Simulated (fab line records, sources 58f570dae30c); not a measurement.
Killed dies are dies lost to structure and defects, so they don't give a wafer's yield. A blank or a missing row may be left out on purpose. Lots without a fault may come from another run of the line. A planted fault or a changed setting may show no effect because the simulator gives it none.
Split-lot experiment | flow berkeley_cmos170 | 5 lots, 23 wafers read, on a route of 331 steps

THE SPLIT
At UCB170_START_OXIDATION_02 (target thk 20 nm, ox time 1800 s), the setting ox_time_s was moved away from the recipe's 1800 s on 20 of the 23 wafers read, by -13.3% to +13.4%. The other wafers ran this setting at the recipe's value.

The file shows no step between the split and the reading.

THE READING
START_OXIDE_THK, in nm, at UCB170_START_THK_MEAS_03. Fault-free wafers of this fab line usually give 19.9 nm, standard deviation 0.4 nm.

wafer  | tool, chamber at the split | ox_time_s as run, s | against the recipe | START_OXIDE_THK, nm | against lot-mates on the recipe
L076.1 | -, -                       | 1561                | -13.3%             | 18.5                | no lot-mate on the recipe
L076.2 | -, -                       | 1561                | -13.3%             | 18.3                | no lot-mate on the recipe
L076.4 | -, -                       | 1561                | -13.3%             | 18.7                | no lot-mate on the recipe
L076.5 | -, -                       | 1561                | -13.3%             | 18.7                | no lot-mate on the recipe
L076.6 | -, -                       | 1561                | -13.3%             | 18.7                | no lot-mate on the recipe
L077.1 | -, -                       | 1970                | +9.4%              | 21.5                | no lot-mate on the recipe
L077.2 | -, -                       | 1970                | +9.4%              | 21.5                | no lot-mate on the recipe
L077.3 | -, -                       | 1970                | +9.4%              | 21.3                | no lot-mate on the recipe
L077.4 | -, -                       | 1970                | +9.4%              | 21.9                | no lot-mate on the recipe
L077.6 | -, -                       | 1970                | +9.4%              | 21.5                | no lot-mate on the recipe
L079.1 | -, -                       | 2042                | +13.4%             | 21.9                | no lot-mate on the recipe
L079.3 | -, -                       | 2042                | +13.4%             | 22.1                | no lot-mate on the recipe
L079.4 | -, -                       | 2042                | +13.4%             | 22.0                | no lot-mate on the recipe
L079.5 | -, -                       | 2042                | +13.4%             | 21.7                | no lot-mate on the recipe
L079.6 | -, -                       | 2042                | +13.4%             | 22.1                | no lot-mate on the recipe
L081.1 | -, -                       | 1716                | -4.7%              | 19.1                | no lot-mate on the recipe
L081.2 | -, -                       | 1716                | -4.7%              | 19.5                | no lot-mate on the recipe
L081.3 | -, -                       | 1716                | -4.7%              | 19.4                | no lot-mate on the recipe
L081.5 | -, -                       | 1716                | -4.7%              | 19.2                | no lot-mate on the recipe
L081.6 | -, -                       | 1716                | -4.7%              | 19.2                | no lot-mate on the recipe
L083.1 | furnace-02, 0              | 1800                | recipe             | 19.4                | -
L083.2 | furnace-02, 0              | 1800                | recipe             | 19.3                | -
L083.5 | furnace-02, 0              | 1800                | recipe             | 19.8                | -

THE FIT
A straight line over all 23 wafers: START_OXIDE_THK changes by +0.134 nm for each +1% of ox_time_s; r = +0.97; the points scatter about the line by 0.34 nm.
Too few moved wafers have a lot-mate on the recipe to fit a line with each lot's own level taken away.

THE WHOLE CHAIN: every reading that the file lists as answering this split, in the file's order
step                      | what it does                     | reading                                                                            | change (the file's fit)               | r (the file's)
UCB170_START_OXIDATION_02 | target thk 20 nm, ox time 1800 s | SiO2_of_START_OXIDATION_02.thk_nm (the simulator's own value, which no gauge read) | +0.133 nm for each +1% of the setting | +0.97
UCB170_START_THK_MEAS_03  |                                  | START_OXIDE_THK                                                                    | +0.134 for each +1% of the setting    | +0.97

THE FILE'S OWN FIT
START_OXIDE_THK changes by +0.134 nm for each +1% of ox_time_s, r = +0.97.
